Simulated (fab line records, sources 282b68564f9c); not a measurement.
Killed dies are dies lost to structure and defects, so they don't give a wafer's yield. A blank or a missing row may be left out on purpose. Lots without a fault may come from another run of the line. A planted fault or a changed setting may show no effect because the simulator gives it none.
Split-lot experiment | flow rit_cmos | 5 lots, 23 wafers read, on a route of 202 steps

THE SPLIT
At RIT_ACTIVE_EXPOSE_08 (exposes mask M1, target cd 1400 nm), the setting dose_mj was moved away from the recipe's 225 on 6 of the 23 wafers read, by -4.6% to -4.0%. The other wafers ran this setting at the recipe's value.

FROM THE SPLIT TO THE READING: what the file shows between them, 6 steps
- RIT_ACTIVE_PEB_09
- RIT_ACTIVE_DEVELOP_10: develop time 50 s
- RIT_ACTIVE_CD_MEAS_11: target cd 1400 nm
- RIT_ACTIVE_HARDBAKE_12: time 60 s
- RIT_ACTIVE_ETCH_13: etches Si3N4 in SF6, stops on SiO2, time 210 s, target depth 210 nm
- RIT_ACTIVE_STRIP_14: strips in O2, time 180 s

THE READING
cd_nm, in nm, at RIT_ACTIVE_CD_MEAS_90 (target cd 1400 nm). Fault-free wafers of this fab line usually give 1400.1 nm, standard deviation 1.9 nm.

wafer  | tool, chamber at the split | dose_mj as run | against the recipe | cd_nm, nm | against lot-mates on the recipe
L075.1 | iline_stepper-01, 0        | 225            | recipe             | 1399.5    | -
L075.2 | iline_stepper-01, 0        | 214.6          | -4.6%              | 1413.9    | +12.7
L075.4 | iline_stepper-01, 0        | 214.6          | -4.6%              | 1413.3    | +12.1
L075.5 | iline_stepper-01, 0        | 225            | recipe             | 1402.9    | -
L075.6 | iline_stepper-01, 0        | 214.6          | -4.6%              | 1414.5    | +13.3
L076.1 | iline_stepper-01, 0        | 215.9          | -4.0%              | 1413.0    | +8.8
L076.2 | iline_stepper-01, 0        | 215.9          | -4.0%              | 1419.0    | +14.8
L076.3 | iline_stepper-01, 0        | 225            | recipe             | 1403.7    | -
L076.4 | iline_stepper-01, 0        | 225            | recipe             | 1404.8    | -
L076.6 | iline_stepper-01, 0        | 215.9          | -4.0%              | 1415.4    | +11.2
L078.3 | iline_stepper-02, 0        | 225            | recipe             | 1396.7    | -
L078.4 | iline_stepper-02, 0        | 225            | recipe             | 1398.0    | -
L078.5 | iline_stepper-02, 0        | 225            | recipe             | 1398.5    | -
L079.1 | iline_stepper-01, 0        | 225            | recipe             | 1400.0    | -
L079.2 | iline_stepper-01, 0        | 225            | recipe             | 1403.1    | -
L079.3 | iline_stepper-01, 0        | 225            | recipe             | 1402.4    | -
L079.4 | iline_stepper-01, 0        | 225            | recipe             | 1403.5    | -
L079.5 | iline_stepper-01, 0        | 225            | recipe             | 1404.0    | -
L080.1 | iline_stepper-02, 0        | 225            | recipe             | 1404.3    | -
L080.2 | iline_stepper-02, 0        | 225            | recipe             | 1404.7    | -
L080.3 | iline_stepper-02, 0        | 225            | recipe             | 1399.7    | -
L080.4 | iline_stepper-02, 0        | 225            | recipe             | 1405.3    | -
L080.5 | iline_stepper-02, 0        | 225            | recipe             | 1400.0    | -

THE FIT
A straight line over all 23 wafers: cd_nm changes by -2.97 nm for each +1% of dose_mj; r = -0.91; the points scatter about the line by 2.7 nm.
The same after taking each lot's own level away (the mean of its wafers on the recipe; 23 wafers): -2.79 nm for each +1%; r = -0.95; scatter 1.8 nm.
On that fit, the largest move of dose_mj shifts the reading by 13 nm.
The lots' own levels span 1397.73 to 1404.25 nm, that is 3.4 times the standard deviation above.
So the lot-to-lot level changes the slope little: the two slopes agree.
Check: with one of the wafers moved furthest among these (-4.6%) left out of the fit, the line predicts +13 nm for it against its lot-mates. It came out at +12.7 nm against them.

OTHER SPLITS ON THESE WAFERS
These wafers also went through other splits before the reading. Each is held against what the fit with the lots' levels taken away leaves over:
other split on the same wafers | wafers away from the commonest value | r with cd_nm (lot level and that fit taken away)
RIT_ACTIVE_COAT_06 spin_rpm    | 9                                    | -0.65

THE WHOLE CHAIN: every reading that the file lists as answering this split, in the file's order
step                  | what it does                                                        | reading                                                       | change (the file's fit)              | r (the file's)
RIT_ACTIVE_CD_MEAS_11 | target cd 1400 nm                                                   | cd_nm                                                         | -2.78 nm for each +1% of the setting | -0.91
RIT_ACTIVE_ETCH_13    | etches Si3N4 in SF6, stops on SiO2, time 210 s, target depth 210 nm | ACTIVE.cd_nm (the simulator's own value, which no gauge read) | -2.77 nm for each +1% of the setting | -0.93
RIT_ACTIVE_CD_MEAS_90 | target cd 1400 nm                                                   | cd_nm                                                         | -2.79 nm for each +1% of the setting | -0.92

THE FILE'S OWN FIT
cd_nm changes by -2.79 nm for each +1% of dose_mj, r = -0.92.
